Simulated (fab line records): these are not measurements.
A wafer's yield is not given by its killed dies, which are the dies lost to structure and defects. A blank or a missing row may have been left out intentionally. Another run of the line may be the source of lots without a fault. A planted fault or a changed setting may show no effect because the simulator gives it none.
8D (eight disciplines) problem report, filled in by code	flow rit_cmos	the parts of the form that need people (team, actions taken, sign-off) are left out

## 1. THE PROBLEM
Wafers free of any fault read 251.3 nm (standard deviation 2.3) for SPACER_NITRIDE_THK at RIT_SPACER_THK_MEAS_04, against a mean of 340.4 nm on 9 wafers of 3 lots. That is +39 standard deviations from the usual mean.
The first sign was on wafer L696.4 at day 5 11:11, on film_metro-02. The record has a number at this step for 45 wafers belonging to 15 lots. Rule for "out", or "out of limits": more than 4 standard deviations from the usual mean. Any other wafer with a number is counted as sound.

## 2. WHAT THIS IS AND IS NOT
question	is	is not
which readings at this step	SPACER_NITRIDE_THK	-
which lots	L696, L698, L699	L684, L685, L686, L687, L688, L689, L690, L692, L693, L694, L697, L707
which wafers of those lots	all that have a number	-
read on which gauges	film_metro-02, film_metro-04	film_metro-01
when	from day 5 11:11	up to then (30 sound wafers); but 6 sound wafers of L697, L707 came after

## 3. WHAT RULES OUT EACH SUSPECT
Counting: a tool at a process step up to the reading stays a suspect if it ran every lot that is out and no sound lot after the first of them.
- the gauge at RIT_SPACER_THK_MEAS_04: ruled out. 2 gauges (film_metro-02, film_metro-04) read the wafers that are out.
- lpcvd-01 at RIT_SPACER_CVD_03 (deposits Si3N4 from SiH2Cl2/NH3, target thk 250 nm, time 3300 s): kept. All lots that are out passed through it, beginning with L696 at day 5 09:14, and no sound lot followed; its final sound lot before that point was L692 at day 4 12:31. Its own nh3_flow_sccm readings are out on those wafers.
The count leaves lpcvd-01 at RIT_SPACER_CVD_03.

## 4. THE CAUSE (what the simulator had put in)
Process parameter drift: lpcvd-01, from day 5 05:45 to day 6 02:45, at RIT_SPACER_CVD_03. Setting nh3_flow_sccm, moved by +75, from 150. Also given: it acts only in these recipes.
Only this tool survived the counting.

## 5. THE CHAIN OF EFFECTS, in route order
Rows list readings where the struck wafers' mean (over those with a number) sits beyond 3 standard deviations from the usual. Only readings whose record carries a usual standard deviation are examined. hours: median over the lots of the time between each lot's start at the first step of this table that gives one and its start at this step. sigmas: the change, counted in usual standard deviations.
hours	step	reading	usual	on struck wafers	change	sigmas
0	RIT_SPACER_CVD_03	nh3_flow_sccm	149.9 sccm	225.0	+75.1	+99 or more
2	RIT_SPACER_THK_MEAS_04	SPACER_NITRIDE_THK	251.3 nm	340.4	+89.1	+39
2	RIT_SPACER_ETCHBACK_05	oes_product_au	0.843 a.u.	0.990	+0.147	+12
Process steps it contains:
- RIT_SPACER_CVD_03: deposits Si3N4 from SiH2Cl2/NH3, target thk 250 nm, time 3300 s.
- RIT_SPACER_ETCHBACK_05: etches Si3N4 in SF6/CHF3, stops on SiO2, target depth 250 nm, time 240 s.

## 6. HOW IT WOULD HAVE BEEN CAUGHT EARLIER
5 hours passed between the start of the fault at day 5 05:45 and the first reading out of limits at a measuring or inspecting step in this record, taken at day 5 11:11.
At RIT_SPACER_CVD_03, the tool's own readings (nh3_flow_sccm) were out on each struck wafer the step has a row for, so an alarm limit on them would have fired on the first such wafer.
Of the lots that are out (3), L698, L699 began RIT_SPACER_CVD_03 on lpcvd-01 after day 5 11:11. A hold on the tool at that time would have spared those 2.
